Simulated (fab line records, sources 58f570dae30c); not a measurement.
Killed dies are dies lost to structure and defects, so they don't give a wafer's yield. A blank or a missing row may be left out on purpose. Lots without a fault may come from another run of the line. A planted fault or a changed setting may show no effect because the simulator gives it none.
fab line records | flow berkeley_cmos170
record lots=15 wafers=45 last_day=13
route steps=331 shown NVT@110 V2@303 M3@327
lots that met no fault: from a run of the same line without faults
start_h: hours from the record's first day to the start of the lot's first wafer shown | wait_h: hours since the lot's step before | " the same as in the row above | L1.1+2: a row that stands for several wafers | - no value, or no start given | * or withheld: withheld | < > ~ a bound
route shown NAME@n: a module of which the file shows steps, and the number in the route of the first | usual: mean/standard deviation of fault-free wafers | same: alike in all rows | chamber/n: place in a boat | sites: the reading at each site | _std_site: their standard deviation | _edge_site: outer sites' mean less inner sites' | radius_mm: how far each site lies from the wafer's centre | mask NAME#n: copy n | behind: the tool/chamber that last shaped the wafer | hold: why the lot was held/for how many hours/how that ended | device: the transistor (n, p or np) that didn't switch | end of line: the same wafers' tests at the end of the route | a step without rows: its recipe alone | killed: dies lost to structure and defects at the first sort, not the wafer's yield | map: a wafer's dies, x killed, . not, _ none there
set.NAME: the setting as run; set.NAME@STEP: as run at that earlier step | model.NAME: the simulator's own value behind a step, which no gauge read
steps of the route over a sample of lots; a table a step, a row a wafer
services: from which hour (start_h, from the record's first day; less than 0 if before it) a tool's chamber was out of use, for how many hours, and why
## steps
# step UCB170_NVT_OVL_MEAS_06
# usual NVT_OVL=0/5
# columns lot.wafer tool chamber start_h wait_h NVT_OVL[nm]
L991.2 overlay-01 - 147.06 - -1
L991.3 " - " " -3
L991.5 " - " " -6
L996.1 overlay-02 - 153.02 - 7
L996.2 " - " " -4
L996.3 " - " " -4
L994.1 overlay-02 - 153.23 - 2
L994.5 " - " " 0
L994.6 " - " " 2
L990.2 overlay-02 - 153.60 - 2
L990.3 " - " " 0
L990.6 " - " " -3
L100.1 overlay-01 - 174.92 - -2
L100.3 " - " " 0
L100.4 " - " " -2
L101.1 overlay-02 - 175.19 - -8
L101.4 " - " " -8
L101.6 " - " " -4
L998.1 overlay-01 - 175.47 - -2
L998.2 " - " " 1
L998.4 " - " " 2
L102.3 overlay-01 - 180.92 - -5
L102.4 " - " " -1
L102.5 " - " " 2
L103.1 overlay-02 - 181.19 - 7
L103.3 " - " " 2
L103.6 " - " " 2
L105.2 overlay-02 - 217.43 - -1
L105.3 " - " " -5
L105.4 " - " " 1
L107.1 overlay-01 - 218.04 - -6
L107.2 " - " " -3
L107.6 " - " " -7
L108.1 overlay-02 - 218.12 - 0
L108.2 " - " " 2
L108.5 " - " " -2
L112.3 overlay-02 - 243.56 - -12
L112.5 " - " " -16
L112.6 " - " " -10
L113.2 overlay-02 - 243.83 - 1
L113.3 " - " " 7
L113.6 " - " " -1
L111.1 overlay-01 - 243.92 - 7
L111.4 " - " " 6
L111.6 " - " " 5
# step UCB170_V2_DEVELOP_11
# recipe developer=TMAH develop_time_s=45 resist=KrF dev_temp_c=21
# usual chill_plate_temp_C=23.00/0.12 develop_time_s=45/0 developer_temp_C=21.00/0.098 exhaust_pa=45.0/0.78
# columns lot.wafer tool chamber start_h wait_h chill_plate_temp_C develop_time_s developer_temp_C exhaust_pa
L991.2 litho_track-03 0 210 - 23.00 45 20.92 44.6
L991.3 " 0 " " 22.92 45 21.04 45.5
L991.5 " 0 " " 22.86 45 21.04 44.7
L996.1 litho_track-03 0 211 - 23.09 45 20.93 44.4
L996.2 " 0 " " 23.05 45 20.91 45.2
L996.3 " 0 " " 23.20 45 20.94 44.4
L990.2 litho_track-04 0 211 - 23.10 45 21.17 45.7
L990.3 " 0 " " 22.93 45 20.91 47.3
L990.6 " 0 " " 23.18 45 20.93 47.1
L994.1 litho_track-03 0 212 - 22.94 45 21.13 45.2
L994.5 " 0 " " 23.07 45 21.09 46.3
L994.6 " 0 " " 23.02 45 20.96 44.7
L998.1 litho_track-03 - 225 - - - - -
L998.2 " - " " - - - -
L998.4 " - " " - - - -
L100.1 litho_track-04 - 226 - - - - -
L100.3 " - " " - - - -
L100.4 " - " " - - - -
L101.1 litho_track-04 - 229 - - - - -
L101.4 " - " " - - - -
L101.6 " - " " - - - -
L102.3 litho_track-03 0 239 - 23.00 45 20.94 45.9
L102.4 " 0 " " 23.05 45 20.92 45.7
L102.5 " 0 " " 23.02 45 21.04 45.3
L103.1 litho_track-04 0 241 - 22.98 45 20.85 45.4
L103.3 " 0 242 - 22.99 45 20.88 45.1
L103.6 " 0 " " 22.89 45 20.85 43.6
L105.2 litho_track-02 0 272 - 22.93 45 21.07 46.0
L105.3 " 0 " " 22.84 45 21.04 45.6
L105.4 " 0 " " 22.71 45 20.93 45.4
L107.1 litho_track-04 0 272 - 22.89 45 21.11 45.3
L107.2 " 0 " " 22.98 45 21.11 45.3
L107.6 " 0 " " 22.89 45 21.06 45.5
L108.1 litho_track-04 0 276 - 22.99 45 20.88 44.1
L108.2 " 0 " " 22.99 45 20.81 45.5
L108.5 " 0 " " 22.94 45 20.99 45.2
L112.3 litho_track-02 0 296 - 23.24 45 20.93 45.1
L112.5 " 0 " " 23.20 45 21.08 44.9
L112.6 " 0 " " 23.00 45 21.07 45.4
L113.2 litho_track-02 0 297 - 22.99 45 21.07 43.9
L113.3 " 0 " " 23.06 45 21.00 43.5
L113.6 " 0 " " 23.09 45 21.02 43.0
L111.1 litho_track-04 0 298 - 22.99 45 20.98 45.1
L111.4 " 0 " " 22.85 45 20.90 45.0
L111.6 " 0 " " 22.88 45 20.89 45.1
# step UCB170_V2_CD_MEAS_12
# recipe target_cd_nm=700
# usual cd_nm=699.9/1.3
# columns lot.wafer tool chamber start_h wait_h cd_nm
L991.2 cd_sem-01 - 210.40 - 701.5
L991.3 " - " " 701.2
L991.5 " - " " 700.6
L996.1 cd_sem-01 - 211.52 - 699.4
L996.2 " - " " 700.4
L996.3 " - " " 699.9
L990.2 cd_sem-01 - 211.78 - 699.6
L990.3 " - " " 698.8
L990.6 " - " " 699.2
L994.1 cd_sem-01 - 212.32 - 699.6
L994.5 " - " " 700.8
L994.6 " - " " 699.8
L998.1 cd_sem-01 - 225.53 - -
L998.2 " - " " -
L998.4 " - " " -
L100.1 cd_sem-02 - 226.76 - -
L100.3 " - " " -
L100.4 " - " " -
L101.1 cd_sem-02 - 229.56 - -
L101.4 " - " " -
L101.6 " - " " -
L102.3 cd_sem-02 - 239.50 - 699.9
L102.4 " - " " 699.3
L102.5 " - " " 699.6
L103.1 cd_sem-02 - 242.10 - 701.5
L103.3 " - " " 703.8
L103.6 " - " " 702.9
L105.2 cd_sem-01 - 272.42 - 700.6
L105.3 " - " " 701.9
L105.4 " - " " 699.9
L107.1 cd_sem-02 - 272.57 - 700.0
L107.2 " - " " 699.8
L107.6 " - " " 699.9
L108.1 cd_sem-01 - 276.61 - 700.3
L108.2 " - " " 701.4
L108.5 " - " " 699.4
L112.3 cd_sem-01 - 296.77 - 698.6
L112.5 " - " " 698.9
L112.6 " - " " 697.7
L113.2 cd_sem-02 - 298.02 - 700.7
L113.3 " - " " 700.0
L113.6 " - " " 701.9
L111.1 cd_sem-01 - 298.48 - 701.5
L111.4 " - " " 700.7
L111.6 " - " " 701.5
# step UCB170_M3_METAL_ETCH_18
# recipe chemistry=Cl2/BCl3 target=Al stop_on=SiO2 pressure_mtorr=12 target_depth_a=11700 over_etch_frac=0.3 time_s=195 icp_w=600 bias_w=120 Cl2_flow_sccm=90 bcl3_flow_sccm=45
# usual drypump_motor_current_A=5.8/0.35 oes_product_au=0.853/0.017 throttle_valve_pct=24.25/0.21
# columns lot.wafer tool chamber start_h wait_h drypump_motor_current_A oes_product_au rf_hours_counter_h throttle_valve_pct
L991.2 rie_metal-04 1 213.61 - 5.6 0.832 8 24.20
L991.3 " 0 " " 6.4 0.875 - 24.64
L991.5 " 0 " " 6.4 0.866 - 24.65
L996.1 rie_metal-01 0 215.24 - 5.5 0.849 1 24.30
L996.2 " 1 " " 5.8 0.847 11 24.01
L996.3 " 1 " " 5.8 0.846 - 24.02
L990.2 rie_metal-04 0 215.51 - 6.4 0.872 10 24.67
L990.3 " 1 " " 5.5 0.826 - 24.19
L990.6 " 1 " " 5.6 0.828 - 24.21
L994.1 rie_metal-02 1 216.17 - 6.3 0.876 0 24.63
L994.5 " 0 " " 6.3 0.890 - 24.06
L994.6 " 1 " " 6.3 0.867 - 24.61
L102.3 rie_metal-02 1 243.57 - 6.3 0.860 - 24.63
L102.4 " 0 " " 6.3 0.872 - 24.06
L102.5 " 1 " " 6.3 0.864 - 24.63
L103.1 rie_metal-01 1 245.83 - 5.8 0.849 13 24.02
L103.3 " 1 " " 5.8 0.841 - 24.02
L103.6 " 0 " " 5.5 0.848 - 24.32
L105.2 rie_metal-02 1 276.84 - 6.3 0.861 1 24.62
L105.3 " 0 " " 6.3 0.871 - 24.23
L105.4 " 1 " " 6.3 0.862 - 24.63
L107.1 rie_metal-04 1 277.12 - 5.6 0.830 12 24.20
L107.2 " 1 " " 5.6 0.831 - 24.19
L107.6 " 1 " " 5.5 0.821 - 24.19
L108.1 rie_metal-02 0 279.95 - 6.2 0.870 0 24.21
L108.2 " 1 " " 6.3 0.865 2 24.61
L108.5 " 0 " " 6.3 0.867 - 24.22
L112.3 rie_metal-01 0 299.90 - 5.5 0.855 - 24.32
L112.5 " 1 " " 5.8 0.851 - 24.01
L112.6 " 0 " " 5.5 0.861 - 24.32
L113.2 rie_metal-01 1 300.85 - 5.8 0.853 15 24.02
L113.3 " 1 " " 5.8 0.845 - 24.00
L113.6 " 1 " " 5.8 0.857 - 24.02
L111.1 rie_metal-04 1 301.46 - 5.5 0.839 13 24.20
L111.4 " 1 " " 5.6 0.838 - 24.20
L111.6 " 1 " " 5.6 0.841 - 24.18
## services
# columns tool chamber start_h hours kind
rie_metal-02 - 215.48 0.4 repair
rie_metal-02 1 224.64 6.8 repair
rie_metal-02 0 231.78 8.1 repair
rie_metal-04 0 239.76 47.5 repair
rie_metal-04 - 248.64 0.7 repair
rie_metal-02 0 249.13 - clean
rie_metal-02 0 249.13 16.9 scheduled_down
rie_metal-02 0 249.13 16.9 vent_cycle
## key
first_sign step=UCB170_V2_DEVELOP_11 reading=tool_record direction=missing
effect none on later readings
met_at UCB170_V2_DEVELOP_11
struck_lots L998,L100,L101
later_rows_left_out L998.1,L998.2,L998.4,L100.1,L100.3,L100.4,L101.1,L101.4,L101.6
sort_left_out L998.1,L998.2,L998.4,L100.1,L100.3,L100.4,L101.1,L101.4,L101.6
not_acting_at UCB170_NVT_OVL_MEAS_06,UCB170_V2_CD_MEAS_12,UCB170_M3_METAL_ETCH_18
onset_between 212 225
fault kind=skipped_step_whole tool=litho_track-03,litho_track-04 chamber=- onset_h=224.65 steps=UCB170_V2_DEVELOP_11 scope=struck_lots_only
# sort_left_out: the simulated sort isn't trusted on such a fault, so these wafers' sort isn't shown, and their yield isn't known
# later_rows_left_out: the simulator's readings of these wafers behind a module that went badly wrong aren't trusted and aren't shown, but for the sort
